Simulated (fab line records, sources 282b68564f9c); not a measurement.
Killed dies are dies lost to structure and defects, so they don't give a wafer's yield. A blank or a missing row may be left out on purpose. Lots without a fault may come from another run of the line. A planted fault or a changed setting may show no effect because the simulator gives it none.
Which tool did it? | flow rit_cmos | 14 lots, 42 wafers sampled, at 3 steps of a route of 202

WHAT THE GAUGES READ, wafer by wafer
RIT_CONTACT_CD_MEAS_08: target cd 1000 nm.
lot  | measured    | on        | cd_nm (nm)
L113 | day 4 04:08 | cd_sem-02 | 995.8 996.4 995.6
L116 | day 4 23:39 | cd_sem-01 | 998.8 1000.1 998.6
L117 | day 5 05:32 | cd_sem-02 | 1001.1 1000.2 1001.6
L118 | day 5 05:55 | cd_sem-01 | 1002.1 999.0 998.3
L119 | day 6 00:21 | cd_sem-01 | 998.1 996.3 999.1
L120 | day 6 00:43 | cd_sem-01 | 1005.4 1004.3 1004.5
L123 | day 6 09:28 | cd_sem-01 | 1004.4 1004.2 1002.9
L125 | day 6 14:30 | cd_sem-02 | 1002.6 1001.3 1001.6
L124 | day 6 14:42 | cd_sem-01 | 1003.2 1002.3 1004.9
L126 | day 6 17:37 | cd_sem-02 | 998.6 998.4 999.2
L127 | day 6 18:48 | cd_sem-02 | 1001.9 1002.9 1002.6
L133 | day 7 17:11 | cd_sem-01 | 999.4 997.4 997.6
L134 | day 7 22:29 | cd_sem-01 | 998.1 1000.6 999.8
L135 | day 8 04:41 | cd_sem-02 | 998.6 1000.8 997.9

RIT_CONTACT_CD_MEAS_90: target cd 1000 nm.
lot  | measured    | on        | cd_nm (nm)
L113 | day 4 04:49 | cd_sem-01 | 995.9 995.6 994.9
L116 | day 5 00:37 | cd_sem-02 | 998.5 999.8 999.2
L117 | day 5 06:13 | cd_sem-02 | 1000.3 1000.4 1000.8
L118 | day 5 06:35 | cd_sem-01 | 1002.1 998.5 998.3
L119 | day 6 01:01 | cd_sem-02 | 997.8 996.4 998.7
L120 | day 6 01:35 | cd_sem-01 | 1005.7 1004.5 1004.6
L123 | day 6 10:09 | cd_sem-01 | 1004.0 1004.4 1002.5
L125 | day 6 15:17 | cd_sem-02 | 1003.9 1002.7 1002.5
L124 | day 6 15:25 | cd_sem-01 | 1003.4 1002.2 1004.0
L126 | day 6 18:34 | cd_sem-01 | 997.5 998.3 999.6
L127 | day 6 19:28 | cd_sem-01 | 1003.3 1004.8 1004.3
L133 | day 7 17:51 | cd_sem-01 | 999.3 997.4 996.8
L134 | day 7 23:10 | cd_sem-02 | 998.6 1000.3 999.7
L135 | day 8 05:22 | cd_sem-01 | 998.1 1001.2 997.0

WHICH TOOL RAN EACH LOT (tool, then ch and the chambers of the sampled wafers, then the start)
lot  | RIT_CONTACT_ETCH_11
L113 | rie_diel-01 ch 1,2,3, day 4 04:26
L116 | rie_diel-04 ch 0,1,2, day 5 00:15
L117 | rie_diel-01 ch 0,1,3, day 5 05:47
L118 | rie_diel-04 ch 0,1,3, day 5 06:09
L119 | rie_diel-01 ch 0,1,3, day 6 00:39
L120 | rie_diel-02 ch 0,1, day 6 01:13
L123 | rie_diel-02 ch 0,1,3, day 6 09:46
L125 | rie_diel-02 ch 1,2,3, day 6 14:53
L124 | rie_diel-04 ch 1,2,3, day 6 15:02
L126 | rie_diel-01 ch 0,1, day 6 18:11
L127 | rie_diel-02 ch 2,3, day 6 19:06
L133 | rie_diel-01 ch 0,3, day 7 17:29
L134 | rie_diel-04 ch 0,1, day 7 22:46
L135 | rie_diel-04 ch 0,2, day 8 05:00
- RIT_CONTACT_ETCH_11: etches SiO2 in CHF3/CF4/Ar, stops on TiSi2, target depth 480 nm, time 320 s.

WHAT THE TOOLS THEMSELVES READ (means of the sampled wafers that have a number; where no wafer has one, the mark that the record gives instead)
RIT_CONTACT_ETCH_11.
lot  | tool        | drypump_motor_current_A (A) | oes_product_au (a.u.) | run_length_s (s) | throttle_valve_pct (%)
L113 | rie_diel-01 | 5.8                         | 0.973                 | 348.2            | 8.91
L116 | rie_diel-04 | 6.0                         | 0.984                 | 347.9            | 8.97
L117 | rie_diel-01 | 5.5                         | 0.975                 | 348.3            | 8.80
L118 | rie_diel-04 | 5.9                         | 0.974                 | 348.2            | 8.98
L119 | rie_diel-01 | 5.5                         | 0.978                 | 348.5            | 8.80
L120 | rie_diel-02 | 5.6                         | 1.005                 | 348.5            | 8.77
L123 | rie_diel-02 | 5.9                         | 1.002                 | 348.6            | 8.87
L125 | rie_diel-02 | 6.0                         | 0.991                 | 476.5            | 8.87
L124 | rie_diel-04 | 5.8                         | 0.978                 | 348.1            | 8.92
L126 | rie_diel-01 | 5.2                         | 0.970                 | 348.4            | 8.83
L127 | rie_diel-02 | 6.3                         | 1.002                 | 476.5            | 8.83
L133 | rie_diel-01 | 5.8                         | 0.986                 | 348.3            | 8.72
L134 | rie_diel-04 | 6.1                         | 0.984                 | 348.1            | 9.04
L135 | rie_diel-04 | 6.1                         | 0.984                 | 347.8            | 9.01

THE ANSWER, worked out from the rows above alone
Rule: what is usual is taken from the lots themselves. Put in order of their means at a reading, lots are off if they are a third of the lots or fewer, leave a main group of 4 or more, and stand apart from it by a gap of 3 or more times the standard deviation of the main group's means; of several such gaps the widest counts. A main group whose means are all the same, to the digits that the tables above print for the reading, isn't used. A lot without any number at a reading at which 4 lots or more have one is off too. The other lots that the step has rows for count as sound. The gauges are gone through in route order, then the tools' own readings, and for those a lot's mean is taken as printed above. The first step at which some lot is off is used, and at that step the reading that is off furthest; a lot without a number counts as furthest.
Off: L125, L127, at RIT_CONTACT_ETCH_11 (run_length_s). The main group: mean 348.2 s, standard deviation 0.23.
A tool fits if, at that step or a process step before it, it ran every lot that is off, and no sound lot after the first of them. One fits: rie_diel-02 at RIT_CONTACT_ETCH_11. Its last sound lot is L123 (day 6 09:46), its first lot that is off L125 (day 6 14:53): a fault that began between those two fits.
The tool's own readings at RIT_CONTACT_ETCH_11 bear it out: on the lots that are off they differ by more than 5 times the standard deviation of the sound lots' means. run_length_s reads 476.5 s there against 348.2 s on the sound lots.

WHAT THE SIMULATOR HAD PUT IN
Process parameter drift: rie_diel-02, from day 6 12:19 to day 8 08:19, at RIT_CONTACT_ETCH_11. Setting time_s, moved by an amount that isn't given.
Lots struck among those shown: L125, L127. The rule above found the same.
